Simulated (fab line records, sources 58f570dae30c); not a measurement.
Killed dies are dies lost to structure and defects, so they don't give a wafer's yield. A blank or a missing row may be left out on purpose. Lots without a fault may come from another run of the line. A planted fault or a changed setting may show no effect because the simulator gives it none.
Which tool did it? | flow berkeley_cmos170 | 14 lots, 42 wafers sampled, at 3 steps of a route of 331

WHAT THE GAUGES READ, wafer by wafer
UCB170_M2_RS_MEAS_02: measures by four-point-probe.
lot  | measured     | on            | M2_AL_RS (ohm/sq)
L444 | day 8 15:23  | film_metro-03 | 0.0323 0.0322 0.0322
L443 | day 8 18:04  | film_metro-01 | 0.0317 0.0320 0.0319
L448 | day 9 21:37  | film_metro-01 | 0.0324 0.0322 0.0320
L451 | day 9 21:54  | film_metro-04 | 0.0321 0.0319 0.0322
L446 | day 9 22:05  | film_metro-03 | 0.0323 0.0322 0.0323
L452 | day 9 22:38  | film_metro-03 | 0.0324 0.0323 0.0330
L454 | day 10 11:05 | film_metro-03 | 0.0321 0.0322 0.0323
L453 | day 10 12:01 | film_metro-01 | 0.0325 0.0319 0.0322
L455 | day 10 23:43 | film_metro-03 | 0.0318 0.0320 0.0321
L457 | day 11 00:59 | film_metro-03 | 0.0318 0.0314 0.0320
L456 | day 11 08:11 | film_metro-03 | 0.0324 0.0322 0.0322
L465 | day 12 11:44 | film_metro-01 | 0.0283 0.0326 0.0321
L466 | day 12 14:43 | film_metro-01 | 0.0318 0.0320 0.0320
L463 | day 12 14:59 | film_metro-01 | 0.0315 0.0279 0.0315

UCB170_M2_THK_MEAS_03: measures by xrf.
lot  | measured     | on            | M2_AL_THK (nm)
L444 | day 8 15:31  | film_metro-03 | 914 913 916
L443 | day 8 18:11  | film_metro-01 | 925 920 914
L448 | day 9 21:44  | film_metro-01 | 899 902 910
L451 | day 9 22:01  | film_metro-04 | 918 912 907
L446 | day 9 22:12  | film_metro-03 | 913 914 906
L452 | day 9 22:46  | film_metro-03 | 909 909 894
L454 | day 10 11:11 | film_metro-03 | 917 914 912
L453 | day 10 12:08 | film_metro-01 | 901 918 911
L455 | day 10 23:50 | film_metro-03 | 922 924 914
L457 | day 11 01:07 | film_metro-03 | 925 934 918
L456 | day 11 08:17 | film_metro-03 | 905 918 913
L465 | day 12 11:52 | film_metro-01 | 1037 904 911
L466 | day 12 14:49 | film_metro-01 | 917 919 916
L463 | day 12 15:05 | film_metro-01 | 935 1051 936

WHICH TOOL RAN EACH LOT (tool, then ch and the chambers of the sampled wafers, then the start)
lot  | UCB170_M2_SPUTTER_01
L444 | pvd_sputter-04, day 8 15:19
L443 | pvd_sputter-02, day 8 17:59
L448 | pvd_sputter-03, day 9 21:32
L451 | pvd_sputter-04, day 9 21:49
L446 | pvd_sputter-02, day 9 21:59
L452 | pvd_sputter-03, day 9 22:34
L454 | pvd_sputter-04, day 10 10:58
L453 | pvd_sputter-03, day 10 11:56
L455 | pvd_sputter-03, day 10 23:38
L457 | pvd_sputter-02, day 11 00:55
L456 | pvd_sputter-04, day 11 08:04
L465 | pvd_sputter-04, day 12 11:40
L466 | pvd_sputter-02, day 12 14:35
L463 | pvd_sputter-04, day 12 14:52
- UCB170_M2_SPUTTER_01: material Al, target thk 900 nm, time 120 s.

WHAT THE TOOLS THEMSELVES READ (means of the sampled wafers that have a number; where no wafer has one, the mark that the record gives instead)
UCB170_M2_SPUTTER_01.
lot  | tool           | cathode_dc_power_W (W) | chamber_pressure_pa (Pa) | throttle_valve_pct (%)
L444 | pvd_sputter-04 | 6000.4                 | 0.4984                   | 30.6
L443 | pvd_sputter-02 | 5999.6                 | 0.4986                   | 29.7
L448 | pvd_sputter-03 | 5999.1                 | 0.4989                   | 29.7
L451 | pvd_sputter-04 | 6000.0                 | 0.5001                   | 29.1
L446 | pvd_sputter-02 | 5999.7                 | 0.5000                   | 28.4
L452 | pvd_sputter-03 | 5999.6                 | 0.5000                   | 28.7
L454 | pvd_sputter-04 | 6001.0                 | 0.4991                   | 29.2
L453 | pvd_sputter-03 | 6001.4                 | 0.4987                   | 28.8
L455 | pvd_sputter-03 | 5999.3                 | 0.4996                   | 30.0
L457 | pvd_sputter-02 | 5999.9                 | 0.4997                   | 29.2
L456 | pvd_sputter-04 | 6000.4                 | 0.4998                   | 29.4
L465 | pvd_sputter-04 | 6259.7                 | 0.4998                   | 28.5
L466 | pvd_sputter-02 | 5998.9                 | 0.4998                   | 29.8
L463 | pvd_sputter-04 | 6259.5                 | 0.5001                   | 27.7

THE ANSWER, worked out from the rows above alone
Rule: what is usual is taken from the lots themselves. Put in order of their means at a reading, lots are off if they are a third of the lots or fewer, leave a main group of 4 or more, and stand apart from it by a gap of 3 or more times the standard deviation of the main group's means; of several such gaps the widest counts. A main group whose means are all the same, to the digits that the tables above print for the reading, isn't used. A lot without any number at a reading at which 4 lots or more have one is off too. The other lots that the step has rows for count as sound. The gauges are gone through in route order, then the tools' own readings, and for those a lot's mean is taken as printed above. The first step at which some lot is off is used, and at that step the reading that is off furthest; a lot without a number counts as furthest.
Off: L465, L463, at UCB170_M2_RS_MEAS_02 (M2_AL_RS). The main group: mean 0.0321 ohm/sq, standard deviation 0.00021.
A tool fits if, at a process step before that reading, it ran every lot that is off, and no sound lot after the first of them. The gauges at UCB170_M2_RS_MEAS_02 aren't tried: what is off there is off at UCB170_M2_SPUTTER_01 too, on other tools, and a gauge's error can't cause that. One fits: pvd_sputter-04 at UCB170_M2_SPUTTER_01. Its last sound lot is L456 (day 11 08:04), its first lot that is off L465 (day 12 11:40): a fault that began between those two fits.
The tool's own readings at UCB170_M2_SPUTTER_01 bear it out: on the lots that are off they differ by more than 5 times the standard deviation of the sound lots' means. cathode_dc_power_W reads 6259.6 W there against 5999.9 W on the sound lots.

WHAT THE SIMULATOR HAD PUT IN
Process parameter drift: pvd_sputter-04, from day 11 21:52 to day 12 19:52, at UCB170_M2_SPUTTER_01. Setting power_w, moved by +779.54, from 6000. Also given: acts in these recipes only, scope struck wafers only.
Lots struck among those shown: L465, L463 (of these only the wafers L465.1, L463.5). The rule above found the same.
